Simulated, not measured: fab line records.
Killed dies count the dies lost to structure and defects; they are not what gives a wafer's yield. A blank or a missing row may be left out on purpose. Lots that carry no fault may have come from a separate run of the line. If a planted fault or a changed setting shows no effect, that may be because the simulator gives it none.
Split-lot experiment || flow berkeley_cmos170 || 23 wafers read from 5 lots, route of 331 steps

== THE SPLIT ==
At UCB170_SILICIDE_SPUTTER_01 (material Ti, target thk 30 nm, time 25 s), the setting power_w was moved away from the recipe's 1500 W on 7 of the 23 wafers read, by -9.8% to +11.9%. The other wafers ran this setting at the recipe's value.

== SPLIT TO READING: what lies between them in the file, 1 step ==
- UCB170_SILICIDE_RS_MEAS_02: measures by four-point-probe

== THE READING ==
SILICIDE_TI_THK, in nm, at UCB170_SILICIDE_THK_MEAS_03 (measures by xrf). Fault-free wafers of this fab line usually give 30.26 nm, standard deviation 0.3 nm.

{"wafer": "L074.1", "tool, chamber at the split": "pvd_sputter-01, -", "power_w as run, W": 1353, "against the recipe": "-9.8%", "SILICIDE_TI_THK, nm": 27.51, "against lot-mates on the recipe": -2.86}
{"wafer": "L074.2", "tool, chamber at the split": "pvd_sputter-01, -", "power_w as run, W": 1500, "against the recipe": "recipe", "SILICIDE_TI_THK, nm": 30.44, "against lot-mates on the recipe": "-"}
{"wafer": "L074.3", "tool, chamber at the split": "pvd_sputter-01, -", "power_w as run, W": 1353, "against the recipe": "-9.8%", "SILICIDE_TI_THK, nm": 27.50, "against lot-mates on the recipe": -2.87}
{"wafer": "L074.4", "tool, chamber at the split": "pvd_sputter-01, -", "power_w as run, W": 1500, "against the recipe": "recipe", "SILICIDE_TI_THK, nm": 30.43, "against lot-mates on the recipe": "-"}
{"wafer": "L074.5", "tool, chamber at the split": "pvd_sputter-01, -", "power_w as run, W": 1500, "against the recipe": "recipe", "SILICIDE_TI_THK, nm": 30.25, "against lot-mates on the recipe": "-"}
{"wafer": "L076.1", "tool, chamber at the split": "pvd_sputter-01, -", "power_w as run, W": 1679, "against the recipe": "+11.9%", "SILICIDE_TI_THK, nm": 33.66, "against lot-mates on the recipe": "+3.70"}
{"wafer": "L076.3", "tool, chamber at the split": "pvd_sputter-01, -", "power_w as run, W": 1679, "against the recipe": "+11.9%", "SILICIDE_TI_THK, nm": 33.49, "against lot-mates on the recipe": "+3.54"}
{"wafer": "L076.4", "tool, chamber at the split": "pvd_sputter-01, -", "power_w as run, W": 1500, "against the recipe": "recipe", "SILICIDE_TI_THK, nm": 29.84, "against lot-mates on the recipe": "-"}
{"wafer": "L076.5", "tool, chamber at the split": "pvd_sputter-01, -", "power_w as run, W": 1500, "against the recipe": "recipe", "SILICIDE_TI_THK, nm": 30.07, "against lot-mates on the recipe": "-"}
{"wafer": "L076.6", "tool, chamber at the split": "pvd_sputter-01, -", "power_w as run, W": 1679, "against the recipe": "+11.9%", "SILICIDE_TI_THK, nm": 33.73, "against lot-mates on the recipe": "+3.77"}
{"wafer": "L077.1", "tool, chamber at the split": "pvd_sputter-01, -", "power_w as run, W": 1637, "against the recipe": "+9.1%", "SILICIDE_TI_THK, nm": 32.93, "against lot-mates on the recipe": "+2.73"}
{"wafer": "L077.2", "tool, chamber at the split": "pvd_sputter-01, -", "power_w as run, W": 1637, "against the recipe": "+9.1%", "SILICIDE_TI_THK, nm": 32.66, "against lot-mates on the recipe": "+2.46"}
{"wafer": "L077.3", "tool, chamber at the split": "pvd_sputter-01, -", "power_w as run, W": 1500, "against the recipe": "recipe", "SILICIDE_TI_THK, nm": 30.22, "against lot-mates on the recipe": "-"}
{"wafer": "L077.4", "tool, chamber at the split": "pvd_sputter-01, -", "power_w as run, W": 1500, "against the recipe": "recipe", "SILICIDE_TI_THK, nm": 30.13, "against lot-mates on the recipe": "-"}
{"wafer": "L077.5", "tool, chamber at the split": "pvd_sputter-01, -", "power_w as run, W": 1500, "against the recipe": "recipe", "SILICIDE_TI_THK, nm": 30.24, "against lot-mates on the recipe": "-"}
{"wafer": "L079.2", "tool, chamber at the split": "pvd_sputter-01, -", "power_w as run, W": 1500, "against the recipe": "recipe", "SILICIDE_TI_THK, nm": 30.05, "against lot-mates on the recipe": "-"}
{"wafer": "L079.4", "tool, chamber at the split": "pvd_sputter-01, -", "power_w as run, W": 1500, "against the recipe": "recipe", "SILICIDE_TI_THK, nm": 30.23, "against lot-mates on the recipe": "-"}
{"wafer": "L079.5", "tool, chamber at the split": "pvd_sputter-01, -", "power_w as run, W": 1500, "against the recipe": "recipe", "SILICIDE_TI_THK, nm": 29.88, "against lot-mates on the recipe": "-"}
{"wafer": "L080.1", "tool, chamber at the split": "pvd_sputter-03, -", "power_w as run, W": 1500, "against the recipe": "recipe", "SILICIDE_TI_THK, nm": 30.63, "against lot-mates on the recipe": "-"}
{"wafer": "L080.2", "tool, chamber at the split": "pvd_sputter-03, -", "power_w as run, W": 1500, "against the recipe": "recipe", "SILICIDE_TI_THK, nm": 30.22, "against lot-mates on the recipe": "-"}
{"wafer": "L080.3", "tool, chamber at the split": "pvd_sputter-03, -", "power_w as run, W": 1500, "against the recipe": "recipe", "SILICIDE_TI_THK, nm": 30.84, "against lot-mates on the recipe": "-"}
{"wafer": "L080.5", "tool, chamber at the split": "pvd_sputter-03, -", "power_w as run, W": 1500, "against the recipe": "recipe", "SILICIDE_TI_THK, nm": 30.59, "against lot-mates on the recipe": "-"}
{"wafer": "L080.6", "tool, chamber at the split": "pvd_sputter-03, -", "power_w as run, W": 1500, "against the recipe": "recipe", "SILICIDE_TI_THK, nm": 30.55, "against lot-mates on the recipe": "-"}

FIT RESULTS
A straight line over all 23 wafers: SILICIDE_TI_THK changes by +0.28 nm for each +1% of power_w; r = +0.99; the points scatter about the line by 0.24 nm.
The same after taking each lot's own level away (the mean of its wafers on the recipe; 23 wafers): +0.299 nm for each +1%; r = +1.00; scatter 0.15 nm.
Per that fit: largest power_w move, reading shift of 3.6 nm.
From 29.955 to 30.566 nm: that is the span of the lots' own levels, equal to 2.0 times the standard deviation above.
The two slopes agree, so the slope changes little with the lot-to-lot level.
Check: +3.54 nm against its lot-mates is what the line predicts for one of the wafers moved furthest among these (+11.9%) when that wafer is left out of the fit. It came out at +3.7 nm against them.

== OTHER SPLITS ON THESE WAFERS ==
Other splits were also applied to these wafers ahead of the reading. Each is held against what the fit with the lots' levels taken away leaves over:
{"other split on the same wafers": "UCB170_BACKSIDE_COAT_01 spin_rpm", "wafers away from the commonest value": 8, "r with SILICIDE_TI_THK (lot level and that fit taken away)": -0.05}

== THE WHOLE CHAIN: every reading that the file lists as answering this split, in the file's order ==
{"step": "UCB170_SILICIDE_SPUTTER_01", "what it does": "material Ti, target thk 30 nm, time 25 s", "reading": "Ti_of_SILICIDE_SPUTTER_01.thk_nm (the simulator's own value, which no gauge read)", "change (the file's fit)": "+0.298 nm for each +1% of the setting", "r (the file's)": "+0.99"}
{"step": "UCB170_SILICIDE_RS_MEAS_02", "what it does": "measures by four-point-probe", "reading": "SILICIDE_TI_RS", "change (the file's fit)": "-0.294 for each +1% of the setting", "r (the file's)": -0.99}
{"step": "UCB170_SILICIDE_THK_MEAS_03", "what it does": "measures by xrf", "reading": "SILICIDE_TI_THK", "change (the file's fit)": "+0.298 for each +1% of the setting", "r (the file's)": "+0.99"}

== FILE'S OWN FIT ==
SILICIDE_TI_THK changes by +0.298 nm for each +1% of power_w, r = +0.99.
